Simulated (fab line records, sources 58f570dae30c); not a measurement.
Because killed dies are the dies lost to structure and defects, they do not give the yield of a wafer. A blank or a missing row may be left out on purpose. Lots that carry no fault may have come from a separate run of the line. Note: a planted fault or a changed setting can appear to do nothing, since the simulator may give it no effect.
One fault through the eyes of 2 desks | flow berkeleyCmos170 | only its own numbers are on each desk; what lay behind them is given at the end

TOOL OWNER'S DESK, furnace-01
The tool's own readings at UCB170_GATE_OXIDATION_01 (target thk 6.6 nm, ox time 1800 s): means of the sampled wafers that have a number, for each lot that ran on this tool. A lot is out of limits, marked OUT, if its mean lies more than 4 standard deviations from the usual mean; the brackets give that distance.
Columns: A = spikeTcCentreC at UCB170_GATE_OXIDATION_01, usual 853.1 C; B = spikeTcLoadC at UCB170_GATE_OXIDATION_01, usual 877.6 C; C = spikeTcSourceC at UCB170_GATE_OXIDATION_01, usual 871 C; D = tubeCenterTempC at UCB170_GATE_OXIDATION_01, usual 849.99 C; E = tube_center_temp_C_max at UCB170_GATE_OXIDATION_01, usual 852.2; F = zonePowerCentrePct at UCB170_GATE_OXIDATION_01, usual 40.9 %
lot  | first seen here | A                | B               | C              | D                        | E               | F
L501 | day 7 01:53     | 854.6            | 879.2           | 872            | 850.00                   | 852.4           | 44.0
L502 | day 7 01:53     | 854.0            | 877.4           | 871            | 850.00                   | 852.2           | 43.7
L506 | day 8 07:34     | 853.7            | 878.1           | 872            | 849.99                   | 852.1           | 43.6
L508 | day 8 07:34     | 854.9            | 878.3           | 871            | 849.96                   | 852.1           | 43.4
L512 | day 9 13:51     | 839.6 (-9.6) OUT | 864.6 (-10) OUT | 857 (-4.7) OUT | 835.95 (-99 or more) OUT | 838.6 (-40) OUT | 42.9
L515 | day 10 22:02    | 839.8 (-9.5) OUT | 862.8 (-11) OUT | 857 (-4.6) OUT | 835.98 (-99 or more) OUT | 838.4 (-41) OUT | 42.5
This desk's verdict: out of limits on L512, L515, starting with L512 at day 9 13:51 (spikeTcCentreC at UCB170_GATE_OXIDATION_01). L501, L502, L506, L508: within limits.

METROLOGY DESK
What the gauges read, lot by lot, whatever tool the lot ran on: means of the sampled wafers that have a number. A lot is out of limits, marked OUT, if its mean lies more than 4 standard deviations from the usual mean; the brackets give that distance.
Columns: A = ACTIVE_OVL at UCB170_ACTIVE_OVL_MEAS_14, usual 0 nm; B = GATE_OXIDE_THK at UCB170_GATE_THK_MEAS_02, usual 6.54 nm
lot  | first seen here | A  | B
L495 | day 4 08:16     | 0  | 6.67
L496 | day 4 23:23     | 2  | 6.51
L500 | day 5 08:24     | 4  | 6.49
L498 | day 5 08:46     | 3  | 6.44
L502 | day 5 15:55     | -8 | 6.49
L501 | day 5 16:04     | 1  | 6.44
L503 | day 6 17:02     | 7  | 6.59
L508 | day 7 00:14     | -5 | 6.58
L506 | day 7 00:41     | -5 | 6.65
L512 | day 7 17:02     | 1  | 5.62 (-8.4) OUT
L514 | day 8 08:28     | 5  | 6.47
L517 | day 8 19:28     | -2 | 6.43
L515 | day 8 19:45     | -3 | 5.52 (-9.2) OUT
L516 | day 9 15:28     | -1 | 6.64
This desk's result: L512, L515 out of limits, first on L512 (GATE_OXIDE_THK at UCB170_GATE_THK_MEAS_02), day 9 15:21. L495, L496, L500, L498, L502, L501, L503, L508, L506, L514, L517, L516: within limits.

BROUGHT TOGETHER
At day 9 13:51, on L512, L515, the tool owner's desk was in a position to raise an alarm.
On L512, L515, the metrology desk was in a position to raise an alarm at day 9 15:21.
On furnace-01, each named lot ran UCB170_GATE_OXIDATION_01.

WHAT THE SIMULATOR HAD INSERTED
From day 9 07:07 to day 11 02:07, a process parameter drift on furnace-01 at UCB170_GATE_OXIDATION_01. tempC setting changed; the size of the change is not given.
Shown lots that were struck: L512, L515.
Counting hours from when the fault started, the first reading out of limits came at 7 for the tool owner's desk and at 8 for the metrology desk.
